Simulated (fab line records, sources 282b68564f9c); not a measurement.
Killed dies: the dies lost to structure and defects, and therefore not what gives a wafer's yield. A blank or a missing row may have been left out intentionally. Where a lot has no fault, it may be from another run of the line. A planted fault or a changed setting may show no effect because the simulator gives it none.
2 desks, one fault || flow rit-cmos || each desk holds nothing but its own numbers, with what lay behind them at the end

## THE METROLOGY DESK
Means of the sampled wafers that have a number, per lot and without regard to the tool the lot ran on: this is what the gauges read. A lot is out of limits, marked OUT, if its mean lies more than 4 standard deviations from the usual mean; the brackets give that distance.
Columns: A = FOX1_OXIDE_THK at RIT_FOX1_THK_MEAS_01, usual 349 nm; B = PWELL_TW at RIT_PWELL_TW_MEAS_10, usual 937; C = GATE_OVL at RIT_GATE_OVL_MEAS_17, usual 0.5 nm
{"lot": "L341", "first seen here": "day 1 17:10", "A": 347, "B": 933, "C": 0.7}
{"lot": "L342", "first seen here": "day 1 21:49", "A": 339, "B": 944, "C": 0.6}
{"lot": "L343", "first seen here": "day 2 02:50", "A": 349, "B": 929, "C": 2.5}
{"lot": "L344", "first seen here": "day 2 07:57", "A": 351, "B": 929, "C": 0.3}
{"lot": "L346", "first seen here": "day 2 20:18", "A": 335, "B": 943, "C": 3.1}
{"lot": "L347", "first seen here": "day 3 00:41", "A": 346, "B": 941, "C": -1.4}
{"lot": "L348", "first seen here": "day 3 05:23", "A": 358, "B": 942, "C": 1.5}
{"lot": "L349", "first seen here": "day 3 09:02", "A": "210 (-19) OUT", "B": 942, "C": -0.9}
{"lot": "L351", "first seen here": "day 3 20:38", "A": "201 (-20) OUT", "B": 933, "C": 1.9}
{"lot": "L352", "first seen here": "day 4 02:01", "A": "209 (-19) OUT", "B": 927, "C": 1.4}
{"lot": "L356", "first seen here": "day 4 21:37", "A": 351, "B": 950, "C": 1.9}
{"lot": "L359", "first seen here": "day 5 11:37", "A": 357, "B": 932, "C": -0.3}
{"lot": "L361", "first seen here": "day 5 21:26", "A": 356, "B": 933, "C": 0.9}
{"lot": "L362", "first seen here": "day 6 01:53", "A": 352, "B": 950, "C": -1.0}
{"lot": "L364", "first seen here": "day 6 11:57", "A": 352, "B": 937, "C": -0.2}
This desk's result: L349, L351, L352 out of limits, first on L349 (FOX1_OXIDE_THK at RIT_FOX1_THK_MEAS_01), day 3 09:02. In limits: L341, L342, L343, L344, L346, L347, L348, L356, L359, L361, L362, L364.

## DESK OF THE TOOL OWNER: furnace-03
The tool's own readings at RIT_FOX1_OXIDATION_00 (target thk 350.7 nm, ox time 1130 s): means of the sampled wafers that have a number, for each lot that ran on this tool. A lot is out of limits, marked OUT, if its mean lies more than 4 standard deviations from the usual mean; the brackets give that distance.
Columns: A = tube_center_temp_C_max at RIT_FOX1_OXIDATION_00, usual 1102.9
{"lot": "L341", "first seen here": "day 1 15:52", "A": 1102.8}
{"lot": "L346", "first seen here": "day 2 18:59", "A": 1103.2}
{"lot": "L349", "first seen here": "day 3 07:41", "A": 1102.7}
{"lot": "L351", "first seen here": "day 3 19:20", "A": 1102.8}
{"lot": "L352", "first seen here": "day 4 00:41", "A": 1102.8}
Finding of this desk: none of the 5 lots has anything out of limits.

## TAKEN TOGETHER
L349, L351, L352 would have let the metrology desk raise an alarm at day 3 09:02.
The desk of the tool owner found nothing out of limits.
Tool owner's desk: L349, L351, L352 on record, inside its limits.
RIT_FOX1_OXIDATION_00 was run on furnace-03 by each of the lots named.

## WHAT THE SIMULATOR HAD INSERTED
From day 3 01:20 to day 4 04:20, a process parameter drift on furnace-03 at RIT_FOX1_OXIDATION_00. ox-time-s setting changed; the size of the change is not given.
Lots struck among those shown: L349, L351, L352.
Time in hours between the start of the fault and the first out-of-limits reading at each desk: metrology desk, 8.
